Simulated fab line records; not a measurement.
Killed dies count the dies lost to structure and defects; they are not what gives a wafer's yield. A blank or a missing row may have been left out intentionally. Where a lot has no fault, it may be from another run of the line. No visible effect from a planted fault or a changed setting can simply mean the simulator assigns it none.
Which tool did it? / flow ritCmos / 42 wafers from 14 lots sampled at 2 of the route's 202 steps

## WHAT THE GAUGES READ, wafer by wafer
RIT_GATE_THK_MEAS_07.
lot=L289; measured=day 2 14:26; on=filmMetro-04; GATE_OXIDE_THK (nm)=2.99 2.96 2.99
lot=L291; measured=day 3 00:48; on=filmMetro-04; GATE_OXIDE_THK (nm)=3.08 3.04 3.15
lot=L292; measured=day 3 06:08; on=filmMetro-02; GATE_OXIDE_THK (nm)=3.08 2.96 3.00
lot=L293; measured=day 3 15:23; on=filmMetro-02; GATE_OXIDE_THK (nm)=3.00 2.90 2.98
lot=L294; measured=day 3 16:22; on=filmMetro-02; GATE_OXIDE_THK (nm)=3.06 3.06 2.94
lot=L295; measured=day 3 21:08; on=filmMetro-02; GATE_OXIDE_THK (nm)=3.08 3.09 3.06
lot=L298; measured=day 4 12:39; on=filmMetro-04; GATE_OXIDE_THK (nm)=3.03 2.88 2.99
lot=L299; measured=day 4 17:34; on=filmMetro-02; GATE_OXIDE_THK (nm)=3.00 3.03 3.09
lot=L303; measured=day 5 14:37; on=filmMetro-02; GATE_OXIDE_THK (nm)=3.01 3.00 2.93
lot=L304; measured=day 5 17:56; on=filmMetro-01; GATE_OXIDE_THK (nm)=3.06 3.00 3.04
lot=L305; measured=day 6 02:18; on=filmMetro-02; GATE_OXIDE_THK (nm)=2.88 3.03 2.95
lot=L306; measured=day 6 05:08; on=filmMetro-01; GATE_OXIDE_THK (nm)=3.24 3.31 3.41
lot=L307; measured=day 6 09:34; on=filmMetro-02; GATE_OXIDE_THK (nm)=3.18 3.21 3.20
lot=L311; measured=day 7 07:29; on=filmMetro-02; GATE_OXIDE_THK (nm)=3.03 3.01 2.94

## EACH LOT AND THE TOOL THAT RAN IT (in order: tool; ch and the chambers of the sampled wafers; start)
lot=L289; RIT_GATE_OXIDATION_05=furnace-01 ch 0, day 2 13:05
lot=L291; RIT_GATE_OXIDATION_05=furnace-01 ch 0, day 2 23:29
lot=L292; RIT_GATE_OXIDATION_05=furnace-01 ch 0, day 3 04:49
lot=L293; RIT_GATE_OXIDATION_05=furnace-01 ch 0, day 3 14:03
lot=L294; RIT_GATE_OXIDATION_05=furnace-04 ch 0, day 3 15:02
lot=L295; RIT_GATE_OXIDATION_05=furnace-02 ch 0, day 3 19:02
lot=L298; RIT_GATE_OXIDATION_05=furnace-04 ch 0, day 4 10:03
lot=L299; RIT_GATE_OXIDATION_05=furnace-01 ch 0, day 4 16:13
lot=L303; RIT_GATE_OXIDATION_05=furnace-01 ch 0, day 5 13:17
lot=L304; RIT_GATE_OXIDATION_05=furnace-04 ch 0, day 5 16:35
lot=L305; RIT_GATE_OXIDATION_05=furnace-02 ch 0, day 5 23:47
lot=L306; RIT_GATE_OXIDATION_05=furnace-04 ch 0, day 6 03:48
lot=L307; RIT_GATE_OXIDATION_05=furnace-04 ch 0, day 6 07:47
lot=L311; RIT_GATE_OXIDATION_05=furnace-02 ch 0, day 7 06:10
- RIT_GATE_OXIDATION_05: target thk 3 nm, ox time 270 s.

## AS READ BY THE TOOLS THEMSELVES (means over the sampled wafers that have a number; for cases with no such wafer, the mark the record gives instead)
The record holds no such reading with a usual standard deviation.

## THE ANSWER, worked out from the rows above alone
Rule: usual is defined by the lots themselves. Put in order of their means at a reading, lots are off if they are a third of the lots or fewer, leave a main group of 4 or more, and stand apart from it by a gap of 3 or more times the standard deviation of the main group's means; of several such gaps the widest counts. If all means in a main group match to the digits the tables above print for the reading, that group is not used. A lot without any number at a reading at which 4 lots or more have one is off too. Any other lot the step has rows for is counted as sound. Order of review: gauges by route order, followed by the tools' own readings, for which a lot's mean as printed above is used. The first step at which some lot is off is used, and at that step the reading that is off furthest; a lot without a number counts as furthest.
Nothing can be told from this: no lot is off at any reading shown.

## WHAT THE SIMULATOR HAD INSERTED
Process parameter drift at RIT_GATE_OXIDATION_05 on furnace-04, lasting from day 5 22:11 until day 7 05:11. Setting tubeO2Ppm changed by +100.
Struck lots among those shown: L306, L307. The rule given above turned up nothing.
